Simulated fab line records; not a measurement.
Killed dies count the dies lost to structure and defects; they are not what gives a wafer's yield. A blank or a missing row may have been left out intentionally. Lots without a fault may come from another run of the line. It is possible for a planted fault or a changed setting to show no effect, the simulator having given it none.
Which tool is to blame? -- flow berkeley cmos170 -- 7 lots with 21 wafers sampled at 3 steps, on a route of 331 steps

## WHAT THE GAUGES SHOWED, per wafer
UCB170_NSD_TW_MEAS_10.
lot,measured,on,NSD_TW
L322,day 9 04:11,film metro-04,4124 4124 4133
L323,day 9 04:38,film metro-04,4159 4122 4152
L327,day 9 11:28,film metro-03,4130 4129 4137
L329,day 9 20:41,film metro-02,4138 4156 4119
L332,day 11 00:27,film metro-04,4152 4151 4140
L337,day 12 00:22,film metro-02,4134 4142 4143
L338,day 12 05:23,film metro-04,3975 3967 3962

## WHAT TOOL EACH LOT RAN ON (gives the tool, then ch and the chambers of the sampled wafers, and finally the start)
lot,UCB170_NSD_IMPLANT_08,UCB170_NSD_STRIP_09
L322,"implanter-03 ch 0, day 9 03:57","plasma asher-01 ch 1, day 9 04:05"
L323,"implanter-03 ch 0, day 9 04:24","plasma asher-01 ch 0,1, day 9 04:32"
L327,"implanter-01 ch 0, day 9 11:16","plasma asher-03 ch 0,1, day 9 11:22"
L329,"implanter-02 ch 0, day 9 20:27","plasma asher-02 ch 0,1, day 9 20:35"
L332,"implanter-02 ch 0, day 11 00:12","plasma asher-02 ch 0,1, day 11 00:21"
L337,"implanter-03 ch 0, day 12 00:09","plasma asher-01 ch 0,1, day 12 00:17"
L338,"implanter-02 ch 0, day 12 05:08","plasma asher-01 ch 0,1, day 12 05:17"
- UCB170_NSD_IMPLANT_08
- UCB170_NSD_STRIP_09: strips in O2.

## THE ANSWER, worked out from the rows above alone
Rule: usual is defined by the lots themselves. Put in order of their means at a reading, lots are off if they are a third of the lots or fewer, leave a main group of 4 or more, and stand apart from it by a gap of 3 or more times the standard deviation of the main group's means; of several such gaps the widest counts. The tables above print the reading to a certain number of digits; a main group whose means all agree to those digits is not used. Also off: a lot with no number at a reading for which 4 or more lots have one. Where the step has rows for the other lots, those lots are counted as sound.
Off: L338, at UCB170_NSD_TW_MEAS_10 (NSD_TW). The main group: mean 4138, standard deviation 7.
If a tool, at a process step before that reading, ran all the lots that are off and no sound lot after the first of them, it fits. Gauges at UCB170_NSD_TW_MEAS_10: tried the same way as those tools. Can't be told from this: 3 tools fit, implanter-02 at UCB170_NSD_IMPLANT_08, plasma asher-01 at UCB170_NSD_STRIP_09, film metro-04 at UCB170_NSD_TW_MEAS_10.

## WHAT WAS PUT IN BY THE SIMULATOR
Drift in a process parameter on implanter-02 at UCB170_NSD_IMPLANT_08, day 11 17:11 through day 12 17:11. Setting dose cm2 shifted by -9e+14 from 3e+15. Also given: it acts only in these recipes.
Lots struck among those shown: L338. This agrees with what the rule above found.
